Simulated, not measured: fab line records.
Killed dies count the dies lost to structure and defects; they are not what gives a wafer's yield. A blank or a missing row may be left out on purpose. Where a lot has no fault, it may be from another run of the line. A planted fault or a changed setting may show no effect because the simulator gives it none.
fab line records -- flow berkeley-cmos170 -- part 1 of 2: steps 1 to 32 of 42
[record] lots = 5, wafers = 15, last-day = 11
route steps=331 shown ZERO@13 NWELL@14 PWELL@34
lots with no fault: from the same line, run without faults
start-h: hours from the record's opening day to when the first of the lot's shown wafers began -- wait-h: time in hours since the lot's previous step -- " identical to the entry in the row above -- L1.1+2: a single row standing in for several wafers -- - value missing, or start not given -- * or withheld: withheld -- < > ~ a bound
route shown NAME@n: names a module that has steps shown in the file, with the first one's number in the route -- usual: mean and standard deviation over wafers with no fault -- same: alike in all rows -- chamber/n: place in a boat -- sites: per-site readings -- _std_site: the values' standard deviation -- _edge_site: mean of outer sites minus mean of inner sites -- radius-mm: for every site, how far away it sits from the centre of the wafer -- mask NAME#n: copy n -- behind: tool/chamber where the wafer was last shaped -- hold: why the lot went on hold/how many hours it stayed there/how the hold came to an end -- device: the n, p or np transistor that did not switch -- end of line: at the end of the route, the tests of the same wafers -- for a step that has no rows: nothing shown but its recipe -- killed: not the wafer's yield, but the dies lost to structure and defects at the first sort -- map: shows each die of a wafer: x if killed, . if not, _ if none is there
set.NAME: the run value of the setting; set.NAME@STEP: its run value at that earlier step -- model.NAME: the simulator's own value behind a step, which no gauge read
lots at selected steps of the route; one table per step, one row per wafer
services: a tool's chamber out of use, with start hour (start-h, from the record's first day; less than 0 if before it), hours out, and reason
[[steps]]
[step UCB170_ZERO_STRIP_07]
[recipe] chemistry = O2, power-w = 400, pressure-mtorr = 3500, platen-temp-c = withheld, o2-flow-sccm = 400, overash-fraction = 0.5
[usual] drypump-motor-current-A = 6.0/0.52, oes-product-au = 0.727/0.0045, strip-time-to-endpoint-s = 21.49/0.068
lot.wafer,tool,chamber,start-h,wait-h,drypump-motor-current-A,oes-product-au,rf-hours-counter-h,strip-time-to-endpoint-s
L079.2,plasma-asher-04,0,41.45,0.0,6.6,0.722,35,21.35
L079.4,plasma-asher-04,0,41.45,0.0,6.6,0.728,-,21.44
L079.5,plasma-asher-04,1,41.45,0.0,5.9,0.734,-,21.47
L082.2,plasma-asher-04,0,59.69,0.0,6.6,0.726,38,21.44
L082.3,plasma-asher-04,1,59.69,0.0,5.9,0.729,-,21.47
L082.6,plasma-asher-04,1,59.69,0.0,5.9,0.724,-,21.44
L089.1,plasma-asher-04,1,92.99,0.0,5.9,0.729,41,21.44
L089.2,plasma-asher-04,0,92.99,0.0,6.6,0.727,41,21.47
L089.3,plasma-asher-04,0,92.99,0.0,6.6,0.726,-,21.50
L090.2,plasma-asher-03,0,103.64,0.0,5.5,0.724,40,21.51
L090.3,plasma-asher-03,1,103.64,0.0,5.4,0.729,-,21.47
L090.6,plasma-asher-03,0,103.64,0.0,5.5,0.725,-,21.50
L095.1,plasma-asher-04,1,124.91,0.0,5.9,0.726,1,21.50
L095.2,plasma-asher-04,0,124.91,0.0,6.6,0.724,1,21.51
L095.6,plasma-asher-04,0,124.91,0.0,6.6,0.735,-,21.45
[step UCB170_NWELL_WET_ETCH_00]
[recipe] chemistry = dHF, dilution = 25:1, target = SiO2, temp-c = 25, time-s = 200
[same] time-s = 200
lot.wafer,tool,chamber,start-h,wait-h
L079.2+4+5,wet-bench-02,2,41.66,0.2
L082.2+3+6,wet-bench-03,1,59.79,0.1
L089.1+2+3,wet-bench-03,3,93.84,0.8
L090.2+3+6,wet-bench-03,1,105.85,2.2
L095.1+2+6,wet-bench-02,2,125.52,0.6
[step UCB170_NWELL_OXIDATION_01]
[recipe] temp-c = 1000, ambient = O2, target-thk-a = 264, ox-time-s = 1260
lot.wafer,tool,chamber,start-h,wait-h
L079.2+4+5,furnace-04,0,43.30,1.6
L082.2+3+6,furnace-04,0,60.50,0.6
L089.1+2+3,furnace-01,0,97.26,3.4
L090.2+3+6,furnace-04,0,106.16,0.2
L095.1+2+6,furnace-04,0,127.24,1.7
[step UCB170_NWELL_THK_MEAS_02]
[recipe] reads = SiO2_of_NWELL_OXIDATION_01
[usual] NWELL_OXIDE_THK = 26.1/0.45
lot.wafer,tool,chamber,start-h,wait-h,NWELL_OXIDE_THK[nm]
L079.2,film-metro-01,-,44.66,0.0,25.6
L079.4,film-metro-01,-,44.66,0.0,25.8
L079.5,film-metro-01,-,44.66,0.0,26.0
L082.2,film-metro-03,-,61.86,0.0,26.1
L082.3,film-metro-03,-,61.86,0.0,26.2
L082.6,film-metro-03,-,61.86,0.0,26.3
L089.1,film-metro-01,-,98.61,0.0,25.8
L089.2,film-metro-01,-,98.61,0.0,25.5
L089.3,film-metro-01,-,98.61,0.0,25.7
L090.2,film-metro-01,-,107.52,0.0,26.3
L090.3,film-metro-01,-,107.52,0.0,25.9
L090.6,film-metro-01,-,107.52,0.0,26.3
L095.1,film-metro-03,-,128.59,0.0,25.3
L095.2,film-metro-03,-,128.59,0.0,25.4
L095.6,film-metro-03,-,128.59,0.0,25.3
[step UCB170_NWELL_ANNEAL_03]
[recipe] temp-c = 1000, time-s = 900, ambient = N2
[same] time-s = 900
lot.wafer,tool,chamber,start-h,wait-h
L079.2+4+5,furnace-04,0,50.89,6.2
L082.2+3+6,furnace-04,0,63.10,1.2
L089.1+2+3,furnace-04,0,102.00,3.4
L090.2+3+6,furnace-03,0,111.69,4.2
L095.1+2+6,furnace-01,0,131.91,3.3
[step UCB170_NWELL_CVD_04]
[recipe] material = Si3N4, target-thk-nm = 224, temp-c = 800, precursor = SiH2Cl2/NH3, time-s = 3360, pressure-mtorr = 200, sih2cl2-flow-sccm = 25, nh3-flow-sccm = 75
[same] time-s = 3360
lot.wafer,tool,chamber,start-h,wait-h
L079.2+4+5,lpcvd-02,1,52.14,0.0
L082.2+3+6,lpcvd-02,0,65.04,0.7
L089.1+2+3,lpcvd-01,0,103.25,0.0
L090.2+3+6,lpcvd-01,0,112.94,0.0
L095.1+2+6,lpcvd-01,0,133.16,0.0
[step UCB170_NWELL_THK_MEAS_05]
[recipe] reads = Si3N4_of_NWELL_CVD_04
[usual] NWELL_NITRIDE_THK = 224.4/2.5
lot.wafer,tool,chamber,start-h,wait-h,NWELL_NITRIDE_THK[nm]
L079.2,film-metro-01,-,54.08,0.0,224.3
L079.4,film-metro-01,-,54.08,0.0,224.8
L079.5,film-metro-01,-,54.08,0.0,225.4
L082.2,film-metro-01,-,66.98,0.0,218.9
L082.3,film-metro-01,-,66.98,0.0,218.3
L082.6,film-metro-01,-,66.98,0.0,218.6
L089.1,film-metro-04,-,105.38,0.2,228.2
L089.2,film-metro-04,-,105.38,0.2,227.7
L089.3,film-metro-04,-,105.38,0.2,227.8
L090.2,film-metro-03,-,114.89,0.0,224.2
L090.3,film-metro-03,-,114.89,0.0,226.3
L090.6,film-metro-03,-,114.89,0.0,226.9
L095.1,film-metro-04,-,135.09,0.0,222.7
L095.2,film-metro-04,-,135.09,0.0,223.8
L095.6,film-metro-04,-,135.09,0.0,224.0
[step UCB170_NWELL_HMDS_06]
[recipe] prime-time-s = 60, prime-temp-c = 100
[usual] prime-temp-c = 100.05/0.13
lot.wafer,tool,chamber,start-h,wait-h,prime-temp-c
L079.2,litho-track-03,0,54.57,0.5,100.04
L079.4,litho-track-03,0,54.57,0.5,100.03
L079.5,litho-track-03,0,54.57,0.5,99.86
L082.2,litho-track-01,0,67.05,0.1,99.98
L082.3,litho-track-01,0,67.05,0.1,100.11
L082.6,litho-track-01,0,67.05,0.1,100.00
L089.1,litho-track-03,0,105.73,0.3,100.16
L089.2,litho-track-03,0,105.73,0.3,100.07
L089.3,litho-track-03,0,105.73,0.3,100.23
L090.2,litho-track-01,0,114.96,0.1,100.17
L090.3,litho-track-01,0,114.96,0.1,100.12
L090.6,litho-track-01,0,114.96,0.1,100.10
L095.1,litho-track-01,0,135.15,0.1,99.87
L095.2,litho-track-01,0,135.15,0.1,99.90
L095.6,litho-track-01,0,135.15,0.1,99.84
[step UCB170_NWELL_COAT_07]
[recipe] resist = KrF, spin-rpm = 1487, resist-thk-nm = 900
lot.wafer,tool,chamber,start-h,wait-h
L079.2+4+5,litho-track-03,0,54.72,0.1
L082.2+3+6,litho-track-01,0,67.20,0.1
L089.1+2+3,litho-track-03,0,105.88,0.1
L090.2+3+6,litho-track-01,0,115.11,0.1
L095.1+2+6,litho-track-01,0,135.30,0.1
[step UCB170_NWELL_SOFTBAKE_08]
[recipe] resist = KrF, temp-c = 130, time-s = 60
[same] time-s = 60
lot.wafer,tool,chamber,start-h,wait-h
L079.2+4+5,litho-track-03,0,54.87,0.1
L082.2+3+6,litho-track-01,0,67.35,0.1
L089.1+2+3,litho-track-03,0,106.03,0.1
L090.2+3+6,litho-track-01,0,115.26,0.1
L095.1+2+6,litho-track-01,0,135.45,0.1
[step UCB170_NWELL_EXPOSE_09]
[recipe] mask-id = NWELL, target-cd-nm = 3000, na = 0.5, sigma-outer = 0.6, source-shape = conventional, dose-mj = 25
[same] sigma-outer = 0.6
lot.wafer,tool,chamber,start-h,wait-h,mask
L079.2+4+5,krf-scanner-02,0,55.14,0.2,NWELL#0
L082.2+3+6,krf-scanner-01,0,67.62,0.2,NWELL#0
L089.1+2+3,krf-scanner-02,0,106.36,0.3,NWELL#0
L090.2+3+6,krf-scanner-02,0,115.53,0.2,NWELL#0
L095.1+2+6,krf-scanner-02,0,135.73,0.2,NWELL#0
[step UCB170_NWELL_PEB_10]
[recipe] peb-temp-c = 130, peb-time-s = withheld, resist = KrF
lot.wafer,tool,chamber,start-h,wait-h
L079.2+4+5,litho-track-01,0,55.26,0.1
L082.2+3+6,litho-track-01,0,67.74,0.1
L089.1+2+3,litho-track-04,0,106.54,0.2
L090.2+3+6,litho-track-01,0,115.65,0.1
L095.1+2+6,litho-track-04,0,135.84,0.1
[step UCB170_NWELL_DEVELOP_11]
[recipe] developer = TMAH, develop-time-s = 45, resist = KrF, dev-temp-c = 21
lot.wafer,tool,chamber,start-h,wait-h
L079.2+4+5,litho-track-01,0,-,-
L082.2+3+6,litho-track-01,0,-,-
L089.1+2+3,litho-track-04,0,-,-
L090.2+3+6,litho-track-01,0,-,-
L095.1+2+6,litho-track-04,0,-,-
[step UCB170_NWELL_OVL_MEAS_12]
[usual] NWELL_OVL = 3/4.6
lot.wafer,tool,chamber,start-h,wait-h,NWELL_OVL[nm]
L079.2,overlay-01,-,55.52,-,1
L079.4,overlay-01,-,55.52,-,-2
L079.5,overlay-01,-,55.52,-,0
L082.2,overlay-01,-,68.00,-,-2
L082.3,overlay-01,-,68.00,-,2
L082.6,overlay-01,-,68.00,-,-1
L089.1,overlay-02,-,106.82,-,3
L089.2,overlay-02,-,106.82,-,8
L089.3,overlay-02,-,106.82,-,1
L090.2,overlay-02,-,115.91,-,1
L090.3,overlay-02,-,115.91,-,7
L090.6,overlay-02,-,115.91,-,4
L095.1,overlay-02,-,136.12,-,1
L095.2,overlay-02,-,136.12,-,-5
L095.6,overlay-02,-,136.12,-,-3
[step UCB170_NWELL_ETCH_13]
[recipe] chemistry = CH3F/Ar/O2, target = Si3N4, stop-on = SiO2, CH3F_flow_sccm = 20, Ar_flow_sccm = 50, O2_flow_sccm = 7, pressure-mtorr = 50, rf-w = 450, target-depth-a = 2464, over-etch-frac = 0.1, time-s = 154
[usual] drypump-motor-current-A = 5.9/0.34, oes-product-au = 0.938/0.014, throttle-valve-pct = 8.09/0.13
[same] time-s = 154
lot.wafer,tool,chamber,start-h,wait-h,drypump-motor-current-A,oes-product-au,rf-hours-counter-h,throttle-valve-pct
L079.2,rie-diel-03,2,55.55,0.0,6.0,0.951,47,7.96
L079.4,rie-diel-03,0,55.55,0.0,5.7,0.945,108,8.00
L079.5,rie-diel-03,3,55.55,0.0,5.5,0.930,-,8.15
L082.2,rie-diel-01,3,68.03,0.0,6.0,0.908,117,8.29
L082.3,rie-diel-01,2,68.03,0.0,5.6,0.919,143,8.20
L082.6,rie-diel-01,0,68.03,0.0,5.6,0.937,-,7.95
L089.1,rie-diel-03,2,106.85,0.0,6.0,0.954,50,7.96
L089.2,rie-diel-03,1,106.85,0.0,6.2,0.940,134,8.17
L089.3,rie-diel-03,3,106.85,0.0,5.6,0.934,15,8.15
L090.2,rie-diel-03,3,115.94,0.0,5.6,0.927,15,8.17
L090.3,rie-diel-03,0,115.94,0.0,5.7,0.950,111,8.00
L090.6,rie-diel-03,1,115.94,0.0,6.2,0.941,-,8.17
L095.1,rie-diel-03,1,136.15,0.0,6.2,0.925,136,8.15
L095.2,rie-diel-03,0,136.15,0.0,5.7,0.947,112,8.01
L095.6,rie-diel-03,2,136.15,0.0,5.9,0.945,-,7.97
[step UCB170_NWELL_IMPLANT_14]
[recipe] species = P, dose-cm2 = 1e+13, energy-kev = 150, tilt-deg = 7
[usual] beam-energy-keV = 150.00/0.051, tilt-deg = 6.995/0.02
lot.wafer,tool,chamber,start-h,wait-h,beam-energy-keV,tilt-deg
L079.2,implanter-04,0,55.68,0.1,149.97,6.979
L079.4,implanter-04,0,55.68,0.1,150.01,6.987
L079.5,implanter-04,0,55.68,0.1,150.06,6.990
L082.2,implanter-04,0,68.16,0.1,150.06,7.036
L082.3,implanter-04,0,68.16,0.1,150.06,7.019
L082.6,implanter-04,0,68.16,0.1,150.09,7.004
L089.1,implanter-04,0,106.95,0.1,149.96,7.013
L089.2,implanter-04,0,106.95,0.1,150.05,7.004
L089.3,implanter-04,0,106.95,0.1,149.96,7.010
L090.2,implanter-02,0,116.07,0.1,150.03,6.977
L090.3,implanter-02,0,116.07,0.1,149.95,6.990
L090.6,implanter-02,0,116.07,0.1,149.99,6.974
L095.1,implanter-02,0,136.26,0.1,149.97,6.992
L095.2,implanter-02,0,136.26,0.1,149.97,6.985
L095.6,implanter-02,0,136.26,0.1,150.00,6.979
[step UCB170_NWELL_STRIP_15]
[recipe] chemistry = O2, power-w = 400, pressure-mtorr = 3500, platen-temp-c = withheld, o2-flow-sccm = 400, overash-fraction = 0.5
[usual] drypump-motor-current-A = 5.6/0.36, oes-product-au = 0.721/0.0048, strip-time-to-endpoint-s = 18.08/0.1
lot.wafer,tool,chamber,start-h,wait-h,drypump-motor-current-A,oes-product-au,rf-hours-counter-h,strip-time-to-endpoint-s
L079.2,plasma-asher-01,0,55.80,0.1,5.3,0.730,21,18.08
L079.4,plasma-asher-01,0,55.80,0.1,5.3,0.723,-,17.86
L079.5,plasma-asher-01,0,55.80,0.1,5.3,0.717,-,18.06
L082.2,plasma-asher-03,1,68.28,0.1,5.4,0.724,36,18.19
L082.3,plasma-asher-03,1,68.28,0.1,5.5,0.714,-,18.09
L082.6,plasma-asher-03,0,68.28,0.1,5.5,0.722,-,18.26
L089.1,plasma-asher-03,0,107.10,0.1,5.5,0.723,40,18.01
L089.2,plasma-asher-03,1,107.10,0.1,5.4,0.717,40,18.00
L089.3,plasma-asher-03,1,107.10,0.1,5.4,0.717,-,18.00
L090.2,plasma-asher-02,1,116.19,0.1,5.8,0.724,43,18.13
L090.3,plasma-asher-02,0,116.19,0.1,5.7,0.718,-,17.92
L090.6,plasma-asher-02,0,116.19,0.1,5.7,0.719,-,18.04
L095.1,plasma-asher-02,0,136.41,0.1,5.6,0.722,46,17.92
L095.2,plasma-asher-02,1,136.41,0.1,5.8,0.715,46,17.88
L095.6,plasma-asher-02,0,136.41,0.1,5.6,0.725,-,18.04
[step UCB170_NWELL_TW_MEAS_16]
[usual] NWELL_TW = 1253/8.3
lot.wafer,tool,chamber,start-h,wait-h,NWELL_TW
L079.2,film-metro-04,-,55.91,0.1,1240
L079.4,film-metro-04,-,55.91,0.1,1245
L079.5,film-metro-04,-,55.91,0.1,1241
L082.2,film-metro-04,-,68.39,0.1,1247
L082.3,film-metro-04,-,68.39,0.1,1248
L082.6,film-metro-04,-,68.39,0.1,1249
L089.1,film-metro-04,-,107.20,0.1,1247
L089.2,film-metro-04,-,107.20,0.1,1238
L089.3,film-metro-04,-,107.20,0.1,1232
L090.2,film-metro-04,-,116.30,0.1,1247
L090.3,film-metro-04,-,116.30,0.1,1245
L090.6,film-metro-04,-,116.30,0.1,1246
L095.1,film-metro-03,-,136.51,0.1,1262
L095.2,film-metro-03,-,136.51,0.1,1250
L095.6,film-metro-03,-,136.51,0.1,1258
[step UCB170_NWELL_CLEAN_17]
[recipe] chemistry = SPM, temp-c = 120, time-s = 600
[usual] bath-guard-temp-C = 120.0/0.41
[same] time-s = 600
lot.wafer,tool,chamber,start-h,wait-h,bath-guard-temp-C
L079.2,wet-bench-01,3,56.20,0.3,119.9
L079.4,wet-bench-01,3,56.20,0.3,120.0
L079.5,wet-bench-01,3,56.20,0.3,120.0
L082.2,wet-bench-03,0,68.44,0.0,119.6
L082.3,wet-bench-03,0,68.44,0.0,119.4
L082.6,wet-bench-03,0,68.44,0.0,119.2
L089.1,wet-bench-03,0,107.26,0.1,119.6
L089.2,wet-bench-03,0,107.26,0.1,119.6
L089.3,wet-bench-03,0,107.26,0.1,119.7
L090.2,wet-bench-01,0,116.35,0.0,120.3
L090.3,wet-bench-01,0,116.35,0.0,120.0
L090.6,wet-bench-01,0,116.35,0.0,120.0
L095.1,wet-bench-03,0,137.58,1.1,119.5
L095.2,wet-bench-03,0,137.58,1.1,119.0
L095.6,wet-bench-03,0,137.58,1.1,119.3
[step UCB170_NWELL_WET_ETCH_18]
[recipe] chemistry = H3PO4, target = Si3N4, temp-c = 160, time-s = 14400
[usual] bath-guard-temp-C = 159.9/0.39
[same] time-s = 14400
lot.wafer,tool,chamber,start-h,wait-h,bath-guard-temp-C
L079.2,wet-bench-01,3,56.59,0.2,159.7
L079.4,wet-bench-01,3,56.59,0.2,160.0
L079.5,wet-bench-01,3,56.59,0.2,160.0
L082.2,wet-bench-03,0,69.01,0.2,159.5
L082.3,wet-bench-03,0,69.01,0.2,159.3
L082.6,wet-bench-03,0,69.01,0.2,159.5
L089.1,wet-bench-01,1,107.44,0.0,160.1
L089.2,wet-bench-01,1,107.44,0.0,159.7
L089.3,wet-bench-01,1,107.44,0.0,160.1
L090.2,wet-bench-03,3,116.53,0.0,159.6
L090.3,wet-bench-03,3,116.53,0.0,159.6
L090.6,wet-bench-03,3,116.53,0.0,159.2
L095.1,wet-bench-02,2,137.92,0.2,160.2
L095.2,wet-bench-02,2,137.92,0.2,159.9
L095.6,wet-bench-02,2,137.92,0.2,160.2
[step UCB170_NWELL_WET_ETCH_19]
[recipe] chemistry = BOE, dilution = 5:1, target = SiO2, temp-c = 25, time-s = 22
[same] time-s = 22
lot.wafer,tool,chamber,start-h,wait-h
L079.2+4+5,wet-bench-01,2,60.82,0.2
L082.2+3+6,wet-bench-03,0,78.55,0.0
L089.1+2+3,wet-bench-02,3,111.45,0.0
L090.2+3+6,wet-bench-03,0,121.10,0.6
L095.1+2+6,wet-bench-01,2,142.29,0.0
[step UCB170_PWELL_CLEAN_00]
[recipe] chemistry = SPM, temp-c = 120, time-s = 600
[usual] bath-guard-temp-C = 119.9/0.42
[same] time-s = 600
lot.wafer,tool,chamber,start-h,wait-h,bath-guard-temp-C
L079.2,wet-bench-01,1,60.86,0.0,120.4
L079.4,wet-bench-01,1,60.86,0.0,120.3
L079.5,wet-bench-01,1,60.86,0.0,120.2
L082.2,wet-bench-03,3,78.57,0.0,119.5
L082.3,wet-bench-03,3,78.57,0.0,119.1
L082.6,wet-bench-03,3,78.57,0.0,119.2
L089.1,wet-bench-01,3,111.46,0.0,119.9
L089.2,wet-bench-01,3,111.46,0.0,120.2
L089.3,wet-bench-01,3,111.46,0.0,120.3
L090.2,wet-bench-03,1,121.29,0.2,120.1
L090.3,wet-bench-03,1,121.29,0.2,119.9
L090.6,wet-bench-03,1,121.29,0.2,119.9
L095.1,wet-bench-02,0,142.31,0.0,120.4
L095.2,wet-bench-02,0,142.31,0.0,119.9
L095.6,wet-bench-02,0,142.31,0.0,120.1
[step UCB170_PWELL_CLEAN_01]
[recipe] chemistry = dHF, dilution = 25:1, time-s = 60
[same] time-s = 60
lot.wafer,tool,chamber,start-h,wait-h
L079.2+4+5,wet-bench-01,0,61.03,0.0
L082.2+3+6,wet-bench-03,0,78.81,0.1
L089.1+2+3,wet-bench-01,2,111.64,0.0
L090.2+3+6,wet-bench-03,1,121.51,0.0
L095.1+2+6,wet-bench-01,1,142.50,0.0
[step UCB170_PWELL_OXIDATION_02]
[recipe] temp-c = 1000, ambient = O2, target-thk-a = 264, ox-time-s = 1260
lot.wafer,tool,chamber,start-h,wait-h
L079.2+4+5,furnace-02,0,61.88,0.8
L082.2+3+6,furnace-04,0,80.75,1.9
L089.1+2+3,furnace-02,0,115.25,3.6
L090.2+3+6,furnace-04,0,122.89,1.4
L095.1+2+6,furnace-01,0,145.42,2.9
[step UCB170_PWELL_THK_MEAS_03]
[recipe] reads = SiO2_of_PWELL_OXIDATION_02
[usual] PWELL_OXIDE_THK = 26.0/0.41
lot.wafer,tool,chamber,start-h,wait-h,PWELL_OXIDE_THK[nm]
L079.2,film-metro-02,-,63.24,0.0,25.2
L079.4,film-metro-02,-,63.24,0.0,25.4
L079.5,film-metro-02,-,63.24,0.0,25.5
L082.2,film-metro-03,-,82.11,0.0,26.0
L082.3,film-metro-03,-,82.11,0.0,25.5
L082.6,film-metro-03,-,82.11,0.0,25.8
L089.1,film-metro-04,-,116.60,0.0,26.7
L089.2,film-metro-04,-,116.60,0.0,25.9
L089.3,film-metro-04,-,116.60,0.0,26.0
L090.2,film-metro-02,-,124.25,0.0,25.5
L090.3,film-metro-02,-,124.25,0.0,25.8
L090.6,film-metro-02,-,124.25,0.0,25.6
L095.1,film-metro-03,-,146.77,0.0,26.2
L095.2,film-metro-03,-,146.77,0.0,26.4
L095.6,film-metro-03,-,146.77,0.0,26.4
[step UCB170_PWELL_ANNEAL_04]
[recipe] temp-c = 1007, time-s = 900, ambient = N2
[same] time-s = 900
lot.wafer,tool,chamber,start-h,wait-h
L079.2+4+5,furnace-01,0,65.00,1.8
L082.2+3+6,furnace-01,0,84.16,2.0
L089.1+2+3,furnace-01,0,120.64,4.0
L090.2+3+6,furnace-02,0,126.69,2.4
L095.1+2+6,furnace-01,0,149.36,2.6
[step UCB170_PWELL_CVD_05]
[recipe] material = Si3N4, target-thk-nm = 220, temp-c = 800, precursor = SiH2Cl2/NH3, time-s = 3300, pressure-mtorr = 200, sih2cl2-flow-sccm = 25, nh3-flow-sccm = 75
[same] time-s = 3300
lot.wafer,tool,chamber,start-h,wait-h
L079.2+4+5,lpcvd-01,0,67.82,1.6
L082.2+3+6,lpcvd-01,0,86.36,0.9
L089.1+2+3,lpcvd-01,1,122.62,0.7
L090.2+3+6,lpcvd-02,1,127.94,0.0
L095.1+2+6,lpcvd-02,1,151.03,0.4
[step UCB170_PWELL_THK_MEAS_06]
[recipe] reads = Si3N4_of_PWELL_CVD_05
[usual] PWELL_NITRIDE_THK = 220.3/2.2
lot.wafer,tool,chamber,start-h,wait-h,PWELL_NITRIDE_THK[nm]
L079.2,film-metro-04,-,69.75,0.0,220.3
L079.4,film-metro-04,-,69.75,0.0,219.9
L079.5,film-metro-04,-,69.75,0.0,221.7
L082.2,film-metro-04,-,88.29,0.0,222.2
L082.3,film-metro-04,-,88.29,0.0,222.4
L082.6,film-metro-04,-,88.29,0.0,221.1
L089.1,film-metro-02,-,124.54,0.0,222.8
L089.2,film-metro-02,-,124.54,0.0,223.8
L089.3,film-metro-02,-,124.54,0.0,222.9
L090.2,film-metro-03,-,130.82,0.0,219.0
L090.3,film-metro-03,-,130.82,0.0,219.7
L090.6,film-metro-03,-,130.82,0.0,220.2
L095.1,film-metro-03,-,152.94,0.0,219.9
L095.2,film-metro-03,-,152.94,0.0,219.6
L095.6,film-metro-03,-,152.94,0.0,220.8
[step UCB170_PWELL_HMDS_07]
[recipe] prime-time-s = 60, prime-temp-c = 100
[usual] prime-temp-c = 99.98/0.12
lot.wafer,tool,chamber,start-h,wait-h,prime-temp-c
L079.2,litho-track-03,0,69.82,0.1,99.96
L079.4,litho-track-03,0,69.82,0.1,99.99
L079.5,litho-track-03,0,69.82,0.1,99.94
L082.2,litho-track-03,0,88.36,0.1,99.95
L082.3,litho-track-03,0,88.36,0.1,100.22
L082.6,litho-track-03,0,88.36,0.1,100.37
L089.1,litho-track-04,0,124.60,0.1,99.87
L089.2,litho-track-04,0,124.60,0.1,99.97
L089.3,litho-track-04,0,124.60,0.1,100.01
L090.2,litho-track-02,0,131.35,0.5,100.06
L090.3,litho-track-02,0,131.35,0.5,99.94
L090.6,litho-track-02,0,131.35,0.5,100.11
L095.1,litho-track-02,0,153.26,0.3,99.98
L095.2,litho-track-02,0,153.26,0.3,99.80
L095.6,litho-track-02,0,153.26,0.3,99.97
[step UCB170_PWELL_COAT_08]
[recipe] resist = KrF, spin-rpm = 1500, resist-thk-nm = 900
lot.wafer,tool,chamber,start-h,wait-h
L079.2+4+5,litho-track-03,0,69.97,0.1
L082.2+3+6,litho-track-03,0,88.51,0.1
L089.1+2+3,litho-track-04,0,124.75,0.1
L090.2+3+6,litho-track-02,0,131.50,0.1
L095.1+2+6,litho-track-02,0,153.41,0.1
[step UCB170_PWELL_SOFTBAKE_09]
[recipe] resist = KrF, temp-c = 130, time-s = 60
[same] time-s = 60
lot.wafer,tool,chamber,start-h,wait-h
L079.2+4+5,litho-track-03,0,70.12,0.1
L082.2+3+6,litho-track-03,0,88.66,0.1
L089.1+2+3,litho-track-04,0,124.90,0.1
L090.2+3+6,litho-track-02,0,131.65,0.1
L095.1+2+6,litho-track-02,0,153.56,0.1
[step UCB170_PWELL_EXPOSE_10]
[recipe] mask-id = PWELL, target-cd-nm = 3000, na = 0.5, sigma-outer = 0.6, source-shape = conventional, dose-mj = 19
[same] sigma-outer = 0.6
lot.wafer,tool,chamber,start-h,wait-h,mask
L079.2+4+5,krf-scanner-02,0,70.39,0.2,PWELL#0
L082.2+3+6,krf-scanner-01,0,88.93,0.2,PWELL#0
L089.1+2+3,krf-scanner-01,0,125.05,0.1,PWELL#0
L090.2+3+6,krf-scanner-01,0,-,-,PWELL#0
L095.1+2+6,krf-scanner-02,0,153.88,0.3,PWELL#0
